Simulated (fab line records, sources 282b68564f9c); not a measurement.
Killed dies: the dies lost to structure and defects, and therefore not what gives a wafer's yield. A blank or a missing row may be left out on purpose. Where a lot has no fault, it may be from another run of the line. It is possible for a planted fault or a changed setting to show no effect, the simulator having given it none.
Code-filled problem report in 8D (eight disciplines) form    flow ritCmos    the parts of the form that need people (team, actions taken, sign-off) are left out

1. WHAT IS WRONG
plateSensorTCentreC at RIT_PWELL_SOFTBAKE_02 reads a mean of 91.833 C on 6 wafers of 2 lots; wafers without a fault read 90.969 C with a standard deviation of 0.01. Relative to the usual mean, that is a shift of +86 standard deviations.
The step: time 61.43 s.
Earliest sighting: wafer L231.4 on lithoTrack-01 at day 4 11:12. The record holds 42 wafers of 14 lots with a number at this step. By rule, "out" or "out of limits" means more than 4 standard deviations away from the usual mean. Any other wafer with a number is counted as sound.

2. WHAT THIS IS AND IS NOT
question                     is                                                         is not
which readings at this step  plateSensorTCentreC, heaterPowerTotalW, plateSensorTEdgeC  -
which lots                   L231, L236                                                 L219, L220, L223, L225, L227, L228, L229, L230, L235, L238, L241, L242
which wafers of those lots   all that have a number                                     -
read on which tools          lithoTrack-01                                              lithoTrack-02, lithoTrack-03
when                         from day 4 11:12                                           up to then (24 sound wafers); but 12 sound wafers of L235, L238, L241, L242 came after

3. THE SUSPECTS, EACH WITH WHAT RULES IT OUT
Counting: any tool at a process step up to the reading is kept as a suspect provided that every lot that is out went through it and no sound lot did after the first of them.
- lithoTrack-01 at RIT_PWELL_SOFTBAKE_02 (time 61.43 s): kept. Every lot that is out went through it, starting with L231 (day 4 11:12), and after that it ran no sound lot; the last sound lot it ran before then is L230 (day 4 05:20). Its own readings are out on those wafers: heaterPowerTotalW, plateSensorTCentreC, plateSensorTEdgeC.
The count leaves lithoTrack-01 at RIT_PWELL_SOFTBAKE_02.

4. THE CAUSE (what the simulator had put in)
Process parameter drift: lithoTrack-01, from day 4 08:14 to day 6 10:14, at RIT_PWELL_SOFTBAKE_02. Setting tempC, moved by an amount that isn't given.
This tool alone remained once counting was done.

5. SEQUENCE OF EFFECTS, ordered by route
Each row: a reading where the mean over the struck wafers with a number is more than 3 standard deviations away from the usual. Scope: only readings with a usual standard deviation given in the record; hours: median across lots of the time from each lot's start at the first step in this table that gives one to its start at this step; sigmas: change in usual standard deviations.
hours  step                   reading              usual     on struck wafers  change  sigmas
0      RIT_PWELL_SOFTBAKE_02  heaterPowerTotalW    34.57 W   35.00             +0.43   +8.8
0      RIT_PWELL_SOFTBAKE_02  plateSensorTCentreC  90.969 C  91.833            +0.864  +86
0      RIT_PWELL_SOFTBAKE_02  plateSensorTEdgeC    91.019 C  91.892            +0.873  +79
Here are the process steps it includes:
- RIT_PWELL_SOFTBAKE_02: time 61.43 s.
Later measuring or inspecting steps at which every struck wafer that the step has a row for has a number for every such reading, and none has moved that far: RIT_SILICIDE_THK_MEAS_03.

6. HOW IT WOULD HAVE BEEN CAUGHT EARLIER
The fault began at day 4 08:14; the first out-of-limits reading in this record came at day 4 11:12, 3 hours later.
